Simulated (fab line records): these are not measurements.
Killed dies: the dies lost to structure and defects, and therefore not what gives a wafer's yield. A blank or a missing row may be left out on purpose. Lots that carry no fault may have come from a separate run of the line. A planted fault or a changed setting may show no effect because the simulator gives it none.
fab line records    flow berkeley_cmos170
[record] lots = 14  wafers = 42  last_day = 12
route steps=331 shown ACTIVE@74 CONTACT@220 V1@267 M2@274
lots untouched by any fault: they come from a run of this same line in which no faults occurred
start_h: the number of hours between the record's first day and the start of the first shown wafer of the lot    wait_h: hours since the lot's step before    " same as the row above    L1.1+2: several wafers, shown together as one row    - no value, or no start given    * or withheld: withheld    < > ~ a bound
route shown NAME@n: NAME is a module with steps in the file, n the number in the route of the first one    usual: mean and standard deviation over wafers with no fault    same: alike in all rows    chamber/n: place in a boat    sites: each site's reading    _std_site: their standard deviation    _edge_site: outer sites' mean less inner sites'    radius_mm: for every site, how far away it sits from the centre of the wafer    mask NAME#n: copy n    behind: the last tool/chamber to shape the wafer    hold: what put the lot on hold/how long, in hours/how the hold closed    device: whichever transistor did not switch (one of n, p or np)    end of line: the tests these same wafers got at the end of their route    a step with no rows: only its recipe    killed: not the wafer's yield, but the dies lost to structure and defects at the first sort    map: a wafer's dies, x killed, . not, _ none there
set.NAME: the setting that was run; set.NAME@STEP: the one run at that earlier step    model.NAME: the simulator's own value behind a step, which no gauge read
one table for each step of the route and one row for each wafer, over a sample of lots
services: a tool's chamber out of use, with start hour (start_h, from the record's first day; less than 0 if before it), hours out, and reason
[[steps]]
[step UCB170_ACTIVE_OVL_MEAS_14]
[usual] ACTIVE_OVL = 2/5.1
lot.wafer  tool        chamber  start_h  wait_h  ACTIVE_OVL[nm]
L486.2     overlay-02  -        96.77    0.1     3
L486.3     "           -        "        "       0
L486.4     "           -        "        "       -4
L488.1     overlay-01  -        100.46   0.1     -1
L488.3     "           -        "        "       3
L488.5     "           -        "        "       3
L487.2     overlay-02  -        100.74   0.1     9
L487.4     "           -        "        "       -3
L487.6     "           -        "        "       5
L490.1     overlay-01  -        121.36   0.1     7
L490.3     "           -        "        "       3
L490.5     "           -        "        "       -1
L491.2     overlay-01  -        121.61   0.1     4
L491.5     "           -        "        "       1
L491.6     "           -        "        "       0
L492.2     overlay-01  -        129.57   0.1     -5
L492.3     "           -        "        "       3
L492.6     "           -        "        "       5
L493.1     overlay-02  -        130.29   0.1     14
L493.5     "           -        "        "       13
L493.6     "           -        "        "       14
L494.2     overlay-01  -        130.57   0.1     -1
L494.4     "           -        "        "       6
L494.5     "           -        "        "       1
L497.1     overlay-01  -        152.07   0.1     12
L497.4     "           -        "        "       4
L497.5     "           -        "        "       5
L500.1     overlay-02  -        152.25   0.1     -2
L500.3     "           -        "        "       2
L500.5     "           -        "        "       -4
L501.1     overlay-01  -        156.67   0.1     -3
L501.4     "           -        "        "       2
L501.5     "           -        "        "       4
L503.1     overlay-02  -        175.68   0.1     13
L503.4     "           -        "        "       3
L503.5     "           -        "        "       5
L504.1     overlay-02  -        176.20   0.1     11
L504.2     "           -        "        "       5
L504.4     "           -        "        "       4
L507.2     overlay-02  -        187.19   0.1     2
L507.3     "           -        "        "       -3
L507.5     "           -        "        "       0
[step UCB170_CONTACT_COAT_04]
[recipe] resist = KrF  spin_rpm = 1500  resist_thk_nm = 900
[usual] exhaust_pa = 45.0/0.85
lot.wafer  tool            chamber  start_h  wait_h  exhaust_pa
L486.2     litho_track-04  0        167.15   0.1     43.2
L486.3     "               0        "        "       46.0
L486.4     "               0        "        "       45.2
L488.1     litho_track-01  0        167.24   0.1     45.5
L488.3     "               0        "        "       44.5
L488.5     "               0        "        "       45.4
L487.2     litho_track-04  0        167.60   0.1     44.6
L487.4     "               0        "        "       44.2
L487.6     "               0        "        "       45.9
L491.2     litho_track-04  0        193.98   0.1     43.9
L491.5     "               0        "        "       44.5
L491.6     "               0        "        "       45.2
L490.1     litho_track-01  0        194.93   0.1     45.1
L490.3     "               0        "        "       43.6
L490.5     "               0        "        "       46.2
L493.1     litho_track-04  0        200.85   0.1     44.7
L493.5     "               0        "        "       45.0
L493.6     "               0        "        "       44.7
L492.2     litho_track-01  0        202.16   0.1     45.6
L492.3     "               0        "        "       44.1
L492.6     "               0        "        "       45.9
L494.2     litho_track-02  0        202.16   0.1     44.6
L494.4     "               0        "        "       45.1
L494.5     "               0        "        "       44.5
L500.1     litho_track-04  0        227.69   0.1     44.8
L500.3     "               0        "        "       43.9
L500.5     "               0        "        "       45.4
L497.1     litho_track-01  0        228.14   0.1     45.0
L497.4     "               0        "        "       44.1
L497.5     "               0        "        "       44.7
L501.1     litho_track-04  0        233.13   0.1     45.1
L501.4     "               0        "        "       43.7
L501.5     "               0        "        "       45.4
L503.1     litho_track-02  0        250.26   0.1     44.4
L503.4     "               0        "        "       44.3
L503.5     "               0        "        "       44.5
L504.1     litho_track-01  0        251.40   0.1     46.8
L504.2     "               0        "        "       46.0
L504.4     "               0        "        "       45.3
L507.2     litho_track-04  0        275.82   0.1     46.4
L507.3     "               0        "        "       44.3
L507.5     "               0        "        "       44.6
[step UCB170_CONTACT_STRIP_06]
[recipe] chemistry = O2  power_w = 400  pressure_mtorr = 3500  platen_temp_c = withheld  o2_flow_sccm = 400  overash_fraction = 0.5
[usual] drypump_motor_current_A = 5.6/0.65  oes_product_au = 0.735/0.0042  strip_time_to_endpoint_s = 21.96/0.071
lot.wafer  tool             chamber  start_h  wait_h  drypump_motor_current_A  oes_product_au  rf_hours_counter_h  strip_time_to_endpoint_s
L486.2     plasma_asher-01  0        167.42   0.1     4.8                      0.728           39                  21.92
L486.3     "                1        "        "       5.5                      0.730           -                   21.89
L486.4     "                0        "        "       4.8                      0.737           -                   21.89
L488.1     plasma_asher-02  1        167.54   0.1     5.8                      0.740           46                  21.97
L488.3     "                0        "        "       5.1                      0.730           -                   22.03
L488.5     "                0        "        "       5.1                      0.738           -                   22.00
L487.2     plasma_asher-04  1        167.87   0.1     6.1                      0.733           6                   21.95
L487.4     "                0        "        "       6.7                      0.725           -                   21.93
L487.6     "                0        "        "       6.6                      0.731           -                   21.94
L491.2     plasma_asher-01  0        194.25   0.1     4.7                      0.743           42                  22.01
L491.5     "                1        "        "       5.5                      0.736           -                   21.97
L491.6     "                0        "        "       4.8                      0.734           -                   21.99
L490.1     plasma_asher-01  0        195.23   0.1     4.7                      0.730           42                  21.96
L490.3     "                0        "        "       4.7                      0.737           -                   21.94
L490.5     "                0        "        "       4.7                      0.735           -                   21.91
L493.1     plasma_asher-01  1        201.15   0.1     5.5                      0.735           42                  22.07
L493.5     "                0        "        "       4.8                      0.738           -                   21.99
L493.6     "                1        "        "       5.5                      0.738           -                   21.95
L492.2     plasma_asher-04  0        202.44   0.1     6.7                      0.736           11                  21.78
L492.3     "                1        "        "       6.0                      0.736           -                   21.90
L492.6     "                1        "        "       6.0                      0.736           -                   21.83
L494.2     plasma_asher-02  1        202.44   0.1     5.8                      0.732           50                  21.94
L494.4     "                0        "        "       5.1                      0.737           -                   21.89
L494.5     "                1        "        "       5.8                      0.734           -                   21.95
L500.1     plasma_asher-01  0        227.99   0.1     4.8                      0.739           45                  22.13
L500.3     "                1        "        "       5.5                      0.733           -                   22.09
L500.5     "                1        "        "       5.5                      0.735           -                   22.02
L497.1     plasma_asher-04  1        228.44   0.1     6.0                      0.740           14                  22.68
L497.4     "                1        "        "       6.0                      0.740           -                   22.79
L497.5     "                1        "        "       6.1                      0.735           -                   22.75
L501.1     plasma_asher-02  1        233.43   0.1     5.8                      0.731           54                  22.04
L501.4     "                1        "        "       5.8                      0.737           -                   22.02
L501.5     "                0        "        "       5.1                      0.739           -                   22.03
L503.1     plasma_asher-01  1        250.56   0.1     5.5                      0.735           48                  21.92
L503.4     "                0        "        "       4.8                      0.740           -                   21.97
L503.5     "                1        "        "       5.5                      0.731           -                   21.94
L504.1     plasma_asher-01  1        251.70   0.1     5.5                      0.736           48                  22.88
L504.2     "                0        "        "       4.8                      0.735           48                  22.98
L504.4     "                0        "        "       4.7                      0.738           -                   22.86
L507.2     plasma_asher-02  0        276.10   0.1     5.1                      0.736           59                  21.99
L507.3     "                1        "        "       5.8                      0.737           -                   22.04
L507.5     "                0        "        "       5.1                      0.732           -                   22.02
[step UCB170_V1_OVL_MEAS_13]
[usual] V1_OVL = 0/5.8
lot.wafer  tool        chamber  start_h  wait_h  V1_OVL[nm]
L486.2     overlay-02  -        176.88   0.1     -1
L486.3     "           -        "        "       1
L486.4     "           -        "        "       7
L488.1     overlay-01  -        187.23   0.1     3
L488.3     "           -        "        "       3
L488.5     "           -        "        "       -4
L487.2     overlay-02  -        187.91   0.1     -3
L487.4     "           -        "        "       -2
L487.6     "           -        "        "       -2
L491.2     overlay-02  -        200.96   0.1     0
L491.5     "           -        "        "       11
L491.6     "           -        "        "       5
L490.1     overlay-02  -        202.36   0.1     -1
L490.3     "           -        "        "       4
L490.5     "           -        "        "       8
L493.1     overlay-01  -        208.84   0.1     5
L493.5     "           -        "        "       2
L493.6     "           -        "        "       8
L492.2     overlay-01  -        210.12   0.1     0
L492.3     "           -        "        "       -3
L492.6     "           -        "        "       2
L494.2     overlay-01  -        211.77   0.1     9
L494.4     "           -        "        "       2
L494.5     "           -        "        "       2
L500.1     overlay-02  -        238.55   0.1     1
L500.3     "           -        "        "       6
L500.5     "           -        "        "       4
L497.1     overlay-01  -        238.70   0.1     3
L497.4     "           -        "        "       9
L497.5     "           -        "        "       -2
L501.1     overlay-01  -        243.81   0.1     -12
L501.4     "           -        "        "       -7
L501.5     "           -        "        "       -10
L503.1     overlay-02  -        258.37   0.1     1
L503.4     "           -        "        "       -8
L503.5     "           -        "        "       6
L504.1     overlay-01  -        259.76   0.1     8
L504.2     "           -        "        "       5
L504.4     "           -        "        "       2
L507.2     overlay-01  -        283.76   0.1     -10
L507.3     "           -        "        "       0
L507.5     "           -        "        "       -1
[step UCB170_M2_THK_MEAS_03]
[recipe] thk_meas_gauge = xrf  reads = Al_of_M2_SPUTTER_01
[usual] M2_AL_THK = 908/14
lot.wafer  tool           chamber  start_h  wait_h  M2_AL_THK[nm]
L486.2     film_metro-04  -        177.58   0.1     862
L486.3     "              -        "        "       870
L486.4     "              -        "        "       862
L488.1     film_metro-02  -        187.97   0.1     912
L488.3     "              -        "        "       911
L488.5     "              -        "        "       915
L487.2     film_metro-02  -        188.62   0.1     918
L487.4     "              -        "        "       930
L487.6     "              -        "        "       929
L491.2     film_metro-04  -        201.67   0.1     890
L491.5     "              -        "        "       891
L491.6     "              -        "        "       874
L490.1     film_metro-01  -        203.07   0.1     914
L490.3     "              -        "        "       907
L490.5     "              -        "        "       916
L493.1     film_metro-02  -        209.55   0.1     921
L493.5     "              -        "        "       922
L493.6     "              -        "        "       914
L492.2     film_metro-04  -        210.83   0.1     908
L492.3     "              -        "        "       897
L492.6     "              -        "        "       911
L494.2     film_metro-04  -        212.48   0.1     903
L494.4     "              -        "        "       900
L494.5     "              -        "        "       897
L500.1     film_metro-04  -        239.25   0.1     914
L500.3     "              -        "        "       903
L500.5     "              -        "        "       905
L497.1     film_metro-01  -        239.40   0.1     932
L497.4     "              -        "        "       920
L497.5     "              -        "        "       925
L501.1     film_metro-04  -        244.51   0.1     898
L501.4     "              -        "        "       888
L501.5     "              -        "        "       889
L503.1     film_metro-01  -        259.07   0.1     915
L503.4     "              -        "        "       916
L503.5     "              -        "        "       915
L504.1     film_metro-02  -        260.46   0.1     903
L504.2     "              -        "        "       918
L504.4     "              -        "        "       915
L507.2     film_metro-01  -        284.47   0.1     912
L507.3     "              -        "        "       917
L507.5     "              -        "        "       925
[[services]]
tool             chamber  start_h  hours  kind
plasma_asher-01  -        157.65   0.6    repair
plasma_asher-02  -        158.13   6.6    pm
[[key]]
[first_sign] step = UCB170_CONTACT_STRIP_06  reading = strip_time_to_endpoint_s  direction = up  sigmas = 12  usual = *  struck = *
effect none on later readings
met_at UCB170_CONTACT_COAT_04
struck_lots L497,L504
tester_left_out L497,L504
not_acting_at UCB170_ACTIVE_OVL_MEAS_14,UCB170_V1_OVL_MEAS_13,UCB170_M2_THK_MEAS_03
onset_between 202.16 228.14
[fault] kind = process_parameter_drift  tool = litho_track-01  chamber = -  onset_h = 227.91  steps = UCB170_CONTACT_COAT_04  channel = resist_thk_nm  offset = *  shape = step  end_h = 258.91  acts_in = *  stated = *
// tester_left_out: of these lots the tester's yield and bins aren't shown, on N5 and GAA mostly nor the transistor test; their killed dies are dies lost to structure and defects alone, not to doping, threshold or leakage, so they don't give the yield
